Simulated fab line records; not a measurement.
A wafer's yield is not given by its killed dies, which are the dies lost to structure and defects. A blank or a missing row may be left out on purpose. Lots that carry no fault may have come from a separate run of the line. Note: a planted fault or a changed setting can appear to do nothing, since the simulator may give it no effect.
Which tool is to blame? ; flow berkeley-cmos170 ; 14 lots with 42 wafers sampled at 3 steps, on a route of 331 steps

## WHAT THE GAUGES READ, wafer by wafer
UCB170_SCREENOX_THK_MEAS_02. Usual: SCREENOX_OXIDE_THK typically reads 14.30 nm, with standard deviation 0.22.
lot;measured;on;SCREENOX_OXIDE_THK (nm);flag
L534;day 5 19:12;film-metro-04;14.33 14.17 13.84;
L535;day 7 01:20;film-metro-02;13.81 13.97 14.26;
L538;day 7 01:19;film-metro-04;14.37 14.45 14.52;
L539;day 7 09:20;film-metro-04;14.39 14.19 14.36;
L540;day 7 09:20;film-metro-02;14.57 14.49 14.38;
L541;day 7 09:23;film-metro-03;14.30 14.44 14.27;
L543;day 8 05:44;film-metro-03;14.17 14.35 14.30;
L544;day 8 05:45;film-metro-02;14.10 14.25 13.97;
L545;day 8 13:05;film-metro-02;14.80 14.40 14.48;
L546;day 8 13:05;film-metro-04;14.15 14.34 14.45;
L547;day 8 13:04;film-metro-03;14.32 14.07 14.40;
L551;day 9 17:19;film-metro-04;14.34 14.53 14.40;
L552;day 9 17:23;film-metro-04;14.05 13.71 13.87;
L553;day 9 17:19;film-metro-02;14.51 14.25 14.26;

UCB170_GATE_CD_MEAS_12: the cd target is 350 nm. Usual: cd-nm 350.1 nm, standard deviation 1.4.
lot;measured;on;cd-nm (nm);flag
L534;day 6 21:17;cd-sem-01;350.6 350.7 350.1;
L535;day 8 05:48;cd-sem-02;348.4 349.5 348.1;
L538;day 8 05:14;cd-sem-02;349.5 349.3 349.4;
L539;day 8 11:19;cd-sem-02;351.5 349.7 349.3;
L540;day 8 11:35;cd-sem-01;347.5 349.0 347.9;
L541;day 8 11:46;cd-sem-01;350.5 350.9 351.2;
L543;day 9 04:56;cd-sem-01;350.4 349.4 351.0;
L544;day 9 04:43;cd-sem-02;350.2 350.5 350.2;
L545;day 9 14:31;cd-sem-01;351.7 350.4 350.8;
L546;day 9 14:58;cd-sem-01;351.7 351.6 350.3;
L547;day 9 14:40;cd-sem-02;348.5 349.6 349.0;
L551;day 10 22:27;cd-sem-02;350.4 351.0 351.7;
L552;day 10 22:07;cd-sem-02;353.2 352.1 351.5;
L553;day 10 22:13;cd-sem-01;349.3 349.6 348.7;

## TOOL THAT RAN EACH LOT (tool first, then ch and the chambers of the sampled wafers, then the start)
lot;UCB170_PWELL_ANNEAL_04
L534;furnace-02 ch 0, day 3 00:04
L535;furnace-04 ch 0, day 3 17:36
L538;furnace-01 ch 0, day 4 03:43
L539;furnace-01 ch 0, day 4 09:04
L540;furnace-01 ch 0, day 4 09:04
L541;furnace-04 ch 0, day 4 16:43
L543;furnace-02 ch 0, day 5 01:16
L544;furnace-02 ch 0, day 5 01:16
L545;furnace-04 ch 0, day 5 09:17
L546;furnace-04 ch 0, day 5 09:17
L547;furnace-04 ch 0, day 5 09:17
L551;furnace-02 ch 0, day 6 14:47
L552;furnace-02 ch 0, day 6 22:32
L553;furnace-02 ch 0, day 6 22:32
- UCB170_PWELL_ANNEAL_04: time 900 s.

## WHAT THE TOOLS THEMSELVES READ (means of the sampled wafers that have a number; where no wafer has one, the mark that the record gives instead)
UCB170_PWELL_ANNEAL_04. Usual: spike-tc-centre-C 1003.0 C, standard deviation 1; spike-tc-load-C 1030.0 C, standard deviation 2.9; spike-tc-source-C 1026.2 C, standard deviation 1.5; tube-center-temp-C 1000 C, standard deviation 0.086; tube_center_temp_C_max 1002.6, standard deviation 0.43.
lot;tool;spike-tc-centre-C (C);spike-tc-load-C (C);spike-tc-source-C (C);tube-center-temp-C (C);tube_center_temp_C_max;flag
L534;furnace-02;1003.0;1033.0;1028.1;1000;1002.7;
L535;furnace-04;1001.9;1028.5;1025.4;1000;1002.7;
L538;furnace-01;1003.3;1026.4;1024.4;1000;1002.7;
L539;furnace-01;1004.3;1027.2;1025.0;1000;1002.6;
L540;furnace-01;1003.6;1027.0;1024.8;1000;1002.4;
L541;furnace-04;1003.5;1028.1;1025.3;1000;1002.7;
L543;furnace-02;1002.1;1031.9;1027.9;1000;1002.3;
L544;furnace-02;1002.6;1032.2;1026.9;1000;1002.2;
L545;furnace-04;1002.3;1028.7;1026.0;1000;1002.7;
L546;furnace-04;1003.1;1027.9;1025.8;1000;1002.6;
L547;furnace-04;1003.0;1028.2;1026.3;1000;1002.8;
L551;furnace-02;1002.4;1032.7;1028.1;1000;1002.6;
L552;furnace-02;1034.5;1064.6;1058.4;1032;1034.1;OFF
L553;furnace-02;1034.2;1065.2;1058.5;1031;1033.8;OFF

## THE ANSWER, worked out from the rows above alone
Rule: a lot counts as off when the mean over its wafers that have a number is more than 3 standard deviations away from the usual mean. Also off: a lot with no number at a reading for which 4 or more lots have one. Where the step has rows for the other lots, those lots are counted as sound. First the gauges in route order, then the tools' own readings, where a lot's mean is used as printed above. At the first step where some lot is off, the reading lying furthest off is the one used; lots without a number count as furthest.
Off at UCB170_PWELL_ANNEAL_04 (tube-center-temp-C): L552, L553.
A tool fits if, at that step or a process step before it, it ran every lot that is off, and no sound lot after the first of them. One candidate fits, namely furnace-02 at UCB170_PWELL_ANNEAL_04. A fault onset in the window from L551 (day 6 14:47, its last sound lot) to L552 (day 6 22:32, its first lot off) fits.
The tool's own readings at UCB170_PWELL_ANNEAL_04 bear it out: on the lots that are off they differ by more than 5 times the standard deviation of the sound lots' means. spike-tc-centre-C reads 1034.3 C there against 1002.9 C on the sound lots; spike-tc-load-C reads 1064.9 C there against 1029.3 C on the sound lots; spike-tc-source-C reads 1058.5 C there against 1026.2 C on the sound lots; tube-center-temp-C reads 1032 C there against 1000 C on the sound lots; tube_center_temp_C_max reads 1033.9 there against 1002.6 on the sound lots.

## WHAT THE SIMULATOR PUT IN
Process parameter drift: furnace-02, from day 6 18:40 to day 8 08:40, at UCB170_PWELL_ANNEAL_04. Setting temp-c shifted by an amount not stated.
Shown lots that were struck: L553, L552. The rule above found the same.
